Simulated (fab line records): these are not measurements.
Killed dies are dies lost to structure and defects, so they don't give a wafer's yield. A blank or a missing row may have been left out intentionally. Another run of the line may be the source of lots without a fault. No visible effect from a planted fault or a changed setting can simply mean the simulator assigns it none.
Which tool is to blame? + flow berkeleyCmos170 + 14 lots, 42 wafers sampled, at 3 steps of a route of 331

== WHAT THE GAUGES READ, wafer by wafer ==
UCB170_PWELL_OVL_MEAS_13.
| lot  | measured    | on         | PWELL_OVL (nm) |
|------|-------------|------------|----------------|
| L649 | day 3 01:13 | overlay-02 | -5 -3 -3       |
| L650 | day 3 11:55 | overlay-02 | -6 -8 -11      |
| L651 | day 3 17:31 | overlay-01 | 2 0 5          |
| L654 | day 4 12:29 | overlay-01 | 0 3 -3         |
| L659 | day 4 20:31 | overlay-02 | -1 3 -4        |
| L660 | day 5 03:03 | overlay-02 | -2 3 1         |
| L661 | day 5 10:12 | overlay-02 | 0 -4 -1        |
| L663 | day 5 17:44 | overlay-02 | -6 -12 -8      |
| L664 | day 5 23:51 | overlay-02 | 4 -1 -6        |
| L665 | day 6 12:42 | overlay-02 | 6 -1 -4        |
| L667 | day 6 23:07 | overlay-01 | 3 -2 -3        |
| L668 | day 7 03:50 | overlay-01 | 3 -8 -6        |
| L669 | day 7 11:17 | overlay-01 | -9 -2 4        |
| L671 | day 7 15:20 | overlay-02 | -5 -5 -4       |

UCB170_PFIELD_TW_MEAS_09.
| lot  | measured    | on           | PFIELD_TW   |
|------|-------------|--------------|-------------|
| L649 | day 4 03:23 | filmMetro-02 | 590 592 592 |
| L650 | day 4 17:46 | filmMetro-02 | 592 593 591 |
| L651 | day 4 22:55 | filmMetro-04 | 612 613 613 |
| L654 | day 5 21:49 | filmMetro-01 | 606 605 603 |
| L659 | day 6 02:06 | filmMetro-02 | 587 590 590 |
| L660 | day 6 07:54 | filmMetro-01 | 605 606 606 |
| L661 | day 6 22:35 | filmMetro-04 | 608 608 608 |
| L663 | day 7 06:48 | filmMetro-02 | 587 585 586 |
| L664 | day 7 06:32 | filmMetro-04 | 608 607 608 |
| L665 | day 7 18:52 | filmMetro-02 | 587 589 589 |
| L667 | day 8 05:23 | filmMetro-04 | 609 608 611 |
| L668 | day 8 08:56 | filmMetro-04 | 612 609 609 |
| L669 | day 8 21:32 | filmMetro-02 | 586 588 587 |
| L671 | day 8 21:26 | filmMetro-02 | 588 590 589 |

UCB170_PLDD_OVL_MEAS_07.
| lot  | measured     | on         | PLDD_OVL (nm) |
|------|--------------|------------|---------------|
| L649 | day 6 00:10  | overlay-01 | -1 -7 1       |
| L650 | day 6 17:45  | overlay-01 | 7 -5 0        |
| L651 | day 7 00:18  | overlay-01 | -3 1 4        |
| L654 | day 7 21:34  | overlay-02 | 5 2 9         |
| L659 | day 7 21:01  | overlay-02 | 1 6 5         |
| L660 | day 8 09:21  | overlay-02 | 0 0 -2        |
| L661 | day 8 15:40  | overlay-02 | 6 7 10        |
| L663 | day 9 03:25  | overlay-02 | 3 10 4        |
| L664 | day 9 04:07  | overlay-01 | -2 3 -2       |
| L665 | day 9 09:49  | overlay-02 | 7 9 15        |
| L667 | day 9 23:55  | overlay-01 | 6 6 5         |
| L668 | day 10 06:11 | overlay-01 | 6 1 -6        |
| L669 | day 10 12:52 | overlay-02 | -3 1 -4       |
| L671 | day 10 13:06 | overlay-01 | 0 7 -1        |

== EACH LOT AND THE TOOL THAT RAN IT (in order: tool; ch and the chambers of the sampled wafers; start) ==
Before these readings, the record contains no process step.

== AS READ BY THE TOOLS THEMSELVES (means over the sampled wafers that have a number; for cases with no such wafer, the mark the record gives instead) ==
The record holds no such reading with a usual standard deviation.

== THE ANSWER, worked out from the rows above alone ==
Rule: what is usual is taken from the lots themselves. The widest of any qualifying gaps counts: lots, ordered by their means at a reading, are off when they make up no more than a third of the lots, leave a main group of 4 or more, and stand apart from it by 3 or more times the standard deviation of that group's means. A main group whose means are all the same, to the digits that the tables above print for the reading, isn't used. A lot without any number at a reading at which 4 lots or more have one is off too. Where the step has rows for the other lots, those lots are counted as sound. First the gauges in route order, then the tools' own readings, where a lot's mean is used as printed above. The first step at which some lot is off is used, and at that step the reading that is off furthest; a lot without a number counts as furthest.
No lot is off on any of the readings shown, so nothing can be concluded from this.

== WHAT THE SIMULATOR HAD PUT IN ==
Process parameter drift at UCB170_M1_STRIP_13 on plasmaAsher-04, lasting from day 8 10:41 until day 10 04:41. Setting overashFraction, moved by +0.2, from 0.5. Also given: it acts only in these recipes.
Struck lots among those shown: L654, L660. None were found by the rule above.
